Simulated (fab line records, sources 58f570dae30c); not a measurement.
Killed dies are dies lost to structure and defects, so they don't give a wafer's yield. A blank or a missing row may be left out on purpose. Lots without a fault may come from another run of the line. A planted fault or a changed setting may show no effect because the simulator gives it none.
Which tool did it? | flow berkeley_cmos170 | 14 lots, 42 wafers sampled, at 4 steps of a route of 331

WHAT THE GAUGES READ, wafer by wafer
UCB170_PFIELD_TW_MEAS_09. Usual: PFIELD_TW 602, standard deviation 3.5.
lot  | measured    | on            | PFIELD_TW   | flag
L831 | day 4 05:13 | film_metro-02 | 599 600 599 |
L833 | day 4 15:31 | film_metro-03 | 607 604 603 |
L835 | day 5 01:19 | film_metro-02 | 606 603 601 |
L836 | day 5 01:35 | film_metro-02 | 604 600 605 |
L838 | day 5 16:42 | film_metro-03 | 605 605 605 |
L837 | day 5 17:07 | film_metro-01 | 597 600 601 |
L841 | day 6 09:35 | film_metro-02 | 607 605 607 |
L845 | day 7 13:15 | film_metro-03 | 601 605 604 |
L847 | day 8 00:26 | film_metro-01 | 598 596 595 |
L848 | day 8 00:37 | film_metro-03 | 602 604 600 |
L849 | day 8 16:17 | film_metro-01 | 596 596 597 |
L850 | day 9 02:24 | film_metro-03 | 601 600 599 |
L852 | day 9 11:00 | film_metro-01 | 599 601 600 |
L854 | day 9 11:49 | film_metro-02 | 605 604 599 |

UCB170_PVT_OVL_MEAS_06. Usual: PVT_OVL 2 nm, standard deviation 5.5.
lot  | measured     | on         | PVT_OVL (nm) | flag
L831 | day 5 13:15  | overlay-02 | 9 6 4        |
L833 | day 6 00:01  | overlay-01 | -2 -6 -4     |
L835 | day 6 11:24  | overlay-01 | 5 8 6        |
L836 | day 6 11:32  | overlay-02 | 5 5 1        |
L838 | day 7 04:41  | overlay-02 | -3 4 2       |
L837 | day 7 04:35  | overlay-01 | 5 4 3        |
L841 | day 8 00:31  | overlay-01 | -2 -7 -5     |
L845 | day 9 01:20  | overlay-01 | 13 7 13      |
L847 | day 9 07:17  | overlay-02 | -2 -3 -2     |
L848 | day 9 06:39  | overlay-01 | 1 5 8        |
L849 | day 9 20:20  | overlay-01 | -3 0 -3      |
L850 | day 10 01:37 | overlay-01 | 5 8 6        |
L852 | day 10 09:04 | overlay-01 | -10 -5 -10   |
L854 | day 10 08:46 | overlay-02 | 14 16 9      |

UCB170_GATE_CD_MEAS_90: target cd 350 nm. Usual: cd_nm 350.4 nm, standard deviation 1.6.
lot  | measured     | on        | cd_nm (nm)        | flag
L831 | day 5 23:59  | cd_sem-01 | 351.3 349.5 351.1 |
L833 | day 6 13:17  | cd_sem-01 | 353.2 353.1 352.9 |
L835 | day 7 03:19  | cd_sem-02 | 348.4 348.6 348.3 |
L836 | day 7 03:30  | cd_sem-02 | 350.4 349.5 350.0 |
L838 | day 7 18:25  | cd_sem-02 | 350.6 351.1 350.9 |
L837 | day 7 18:11  | cd_sem-01 | 347.9 346.5 347.2 |
L841 | day 8 16:54  | cd_sem-01 | 350.4 350.2 351.3 |
L845 | day 9 11:16  | cd_sem-02 | 349.7 351.6 351.9 |
L847 | day 9 15:29  | cd_sem-02 | 350.0 350.6 348.7 |
L848 | day 9 15:22  | cd_sem-02 | 351.2 352.1 350.3 |
L849 | day 10 05:11 | cd_sem-02 | 352.3 351.5 353.8 |
L850 | day 10 09:27 | cd_sem-01 | 350.3 351.3 351.9 |
L852 | day 10 19:24 | cd_sem-02 | 350.9 351.9 352.4 |
L854 | day 10 19:12 | cd_sem-02 | 347.4 349.0 348.0 |

WHICH TOOL RAN EACH LOT (tool, then ch and the chambers of the sampled wafers, then the start)
lot  | UCB170_GATE_STRIP_16
L831 | plasma_asher-03 ch 0,1, day 5 23:53
L833 | plasma_asher-04 ch 0,1, day 6 13:09
L835 | plasma_asher-03 ch 0,1, day 7 03:10
L836 | plasma_asher-04 ch 0,1, day 7 03:24
L838 | plasma_asher-04 ch 0,1, day 7 18:19
L837 | plasma_asher-03 ch 0,1, day 7 17:59
L841 | plasma_asher-01 ch 0,1, day 8 16:47
L845 | plasma_asher-03 ch 0, day 9 11:10
L847 | plasma_asher-01 ch 0,1, day 9 15:23
L848 | plasma_asher-03 ch 0,1, day 9 15:16
L849 | plasma_asher-01 ch 0,1, day 10 05:04
L850 | plasma_asher-03 ch 0,1, day 10 09:20
L852 | plasma_asher-01 ch 0,1, day 10 19:18
L854 | plasma_asher-04 ch 0,1, day 10 19:06
- UCB170_GATE_STRIP_16: strips in O2.

WHAT THE TOOLS THEMSELVES READ (means of the sampled wafers that have a number; where no wafer has one, the mark that the record gives instead)
UCB170_GATE_STRIP_16. Usual: chamber_pressure_mTorr 3500 mTorr, standard deviation 3.4; drypump_motor_current_A 5.8 A, standard deviation 0.46; oes_product_au 0.724 a.u., standard deviation 0.0048.
lot  | tool            | chamber_pressure_mTorr (mTorr) | drypump_motor_current_A (A) | oes_product_au (a.u.) | flag
L831 | plasma_asher-03 | 3502                           | 6.1                         | 0.725                 |
L833 | plasma_asher-04 | 3501                           | 5.1                         | 0.726                 |
L835 | plasma_asher-03 | 3499                           | 6.1                         | 0.727                 |
L836 | plasma_asher-04 | 3500                           | 5.3                         | 0.718                 |
L838 | plasma_asher-04 | -                              | -                           | -                     | OFF
L837 | plasma_asher-03 | -                              | -                           | -                     | OFF
L841 | plasma_asher-01 | 3503                           | 6.0                         | 0.724                 |
L845 | plasma_asher-03 | 3501                           | 5.6                         | 0.725                 |
L847 | plasma_asher-01 | 3497                           | 5.8                         | 0.726                 |
L848 | plasma_asher-03 | 3500                           | 5.9                         | 0.721                 |
L849 | plasma_asher-01 | 3496                           | 5.8                         | 0.725                 |
L850 | plasma_asher-03 | 3501                           | 6.1                         | 0.723                 |
L852 | plasma_asher-01 | 3500                           | 5.8                         | 0.722                 |
L854 | plasma_asher-04 | 3501                           | 5.3                         | 0.728                 |

THE ANSWER, worked out from the rows above alone
Rule: a lot is off if the mean of its wafers that have a number lies more than 3 standard deviations from the usual mean. A lot without any number at a reading at which 4 lots or more have one is off too. The other lots that the step has rows for count as sound. The gauges are gone through in route order, then the tools' own readings, and for those a lot's mean is taken as printed above. The first step at which some lot is off is used, and at that step the reading that is off furthest; a lot without a number counts as furthest.
Off: L838, L837, at UCB170_GATE_STRIP_16 (chamber_pressure_mTorr). Without a number there: L838, L837.
A tool fits if, at that step or a process step before it, it ran every lot that is off, and no sound lot after the first of them. None of those tried fits.

WHAT THE SIMULATOR HAD PUT IN
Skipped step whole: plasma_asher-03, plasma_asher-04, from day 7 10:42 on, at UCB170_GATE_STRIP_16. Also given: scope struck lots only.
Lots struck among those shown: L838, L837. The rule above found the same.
